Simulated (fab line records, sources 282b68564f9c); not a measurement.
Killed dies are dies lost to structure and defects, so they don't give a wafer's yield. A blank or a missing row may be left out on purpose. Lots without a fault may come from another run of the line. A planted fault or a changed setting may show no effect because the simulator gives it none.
Which tool did it? | flow rit_cmos | 14 lots, 42 wafers sampled, at 2 steps of a route of 202

WHAT THE GAUGES READ, wafer by wafer
RIT_NRETRO_TW_MEAS_10.
lot  | measured    | on            | NRETRO_TW
L250 | day 2 07:26 | film_metro-01 | 1043 1045 1041
L251 | day 2 12:52 | film_metro-03 | 1045 1043 1041
L253 | day 2 22:58 | film_metro-03 | 1045 1040 1044
L254 | day 3 04:10 | film_metro-03 | 1038 1046 1040
L255 | day 3 09:24 | film_metro-02 | 1034 1039 1047
L257 | day 3 23:14 | film_metro-01 | 1052 1048 1053
L258 | day 4 03:11 | film_metro-02 | 1036 1043 1035
L259 | day 4 07:00 | film_metro-01 | 1047 1053 1045
L262 | day 4 21:46 | film_metro-02 | 992 996 1001 994 997 993
L264 | day 5 06:36 | film_metro-03 | 1047 1046 1047
L265 | day 5 12:06 | film_metro-03 | 1004 1005 1002 1015 999 1000
L270 | day 6 10:42 | film_metro-02 | 1050 1047 1051
L272 | day 6 21:40 | film_metro-02 | 1048 1046 1056
L273 | day 7 02:49 | film_metro-01 | 1054 1046 1043

WHICH TOOL RAN EACH LOT (tool, then ch and the chambers of the sampled wafers, then the start)
lot  | RIT_NRETRO_IMPLANT_08
L250 | implanter-04 ch 0, day 2 07:10
L251 | implanter-02 ch 0, day 2 12:35
L253 | implanter-01 ch 0, day 2 22:39
L254 | implanter-02 ch 0, day 3 03:50
L255 | implanter-04 ch 0, day 3 09:05
L257 | implanter-04 ch 0, day 3 22:56
L258 | implanter-01 ch 0, day 4 02:53
L259 | implanter-02 ch 0, day 4 06:41
L262 | implanter-01 ch 0, day 4 21:28
L264 | implanter-02 ch 0, day 5 06:16
L265 | implanter-01 ch 0, day 5 11:46
L270 | implanter-04 ch 0, day 6 10:23
L272 | implanter-02 ch 0, day 6 21:20
L273 | implanter-02 ch 0, day 7 02:30
- RIT_NRETRO_IMPLANT_08

WHAT THE TOOLS THEMSELVES READ (means of the sampled wafers that have a number; where no wafer has one, the mark that the record gives instead)
RIT_NRETRO_IMPLANT_08.
lot  | tool         | beam_on_s (s) | dose_ions_cm2 | faraday_current_uA
L250 | implanter-04 | 10.01         | 1.0004e+13    | 31.6
L251 | implanter-02 | 9.77          | 1.0005e+13    | 32.5
L253 | implanter-01 | 10.01         | 9.9880e+12    | 31.6
L254 | implanter-02 | 10.13         | 9.9903e+12    | 31.3
L255 | implanter-04 | 10.22         | 9.9967e+12    | 31.0
L257 | implanter-04 | 9.94          | 1.0000e+13    | 31.8
L258 | implanter-01 | 10.11         | 9.9997e+12    | 31.4
L259 | implanter-02 | 10.01         | 1.0003e+13    | 31.7
L262 | implanter-01 | 9.82          | 8.7997e+12    | 28.4
L264 | implanter-02 | 9.86          | 9.9963e+12    | 32.1
L265 | implanter-01 | 10.00         | 8.8067e+12    | 27.8
L270 | implanter-04 | 9.90          | 9.9960e+12    | 32.0
L272 | implanter-02 | 9.99          | 1.0009e+13    | 31.8
L273 | implanter-02 | 10.02         | 1.0014e+13    | 31.6

THE ANSWER, worked out from the rows above alone
Rule: what is usual is taken from the lots themselves. Put in order of their means at a reading, lots are off if they are a third of the lots or fewer, leave a main group of 4 or more, and stand apart from it by a gap of 3 or more times the standard deviation of the main group's means; of several such gaps the widest counts. A main group whose means are all the same, to the digits that the tables above print for the reading, isn't used. A lot without any number at a reading at which 4 lots or more have one is off too. The other lots that the step has rows for count as sound. The gauges are gone through in route order, then the tools' own readings, and for those a lot's mean is taken as printed above. The first step at which some lot is off is used, and at that step the reading that is off furthest; a lot without a number counts as furthest.
Off: L262, L265, at RIT_NRETRO_TW_MEAS_10 (NRETRO_TW). The main group: mean 1045, standard deviation 4.1.
A tool fits if, at a process step before that reading, it ran every lot that is off, and no sound lot after the first of them. The gauges at RIT_NRETRO_TW_MEAS_10 aren't tried: what is off there is off at RIT_NRETRO_IMPLANT_08 too, on other tools, and a gauge's error can't cause that. One fits: implanter-01 at RIT_NRETRO_IMPLANT_08. Its last sound lot is L258 (day 4 02:53), its first lot that is off L262 (day 4 21:28): a fault that began between those two fits.
The tool's own readings at RIT_NRETRO_IMPLANT_08 bear it out: on the lots that are off they differ by more than 5 times the standard deviation of the sound lots' means. dose_ions_cm2 reads 8.8032e+12 there against 1.0000e+13 on the sound lots; faraday_current_uA reads 28.1 there against 31.7 on the sound lots.

WHAT THE SIMULATOR HAD PUT IN
Process parameter drift: implanter-01, from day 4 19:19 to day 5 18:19, at RIT_NRETRO_IMPLANT_08. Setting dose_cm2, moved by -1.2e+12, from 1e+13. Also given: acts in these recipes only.
Lots struck among those shown: L262, L265. The rule above found the same.
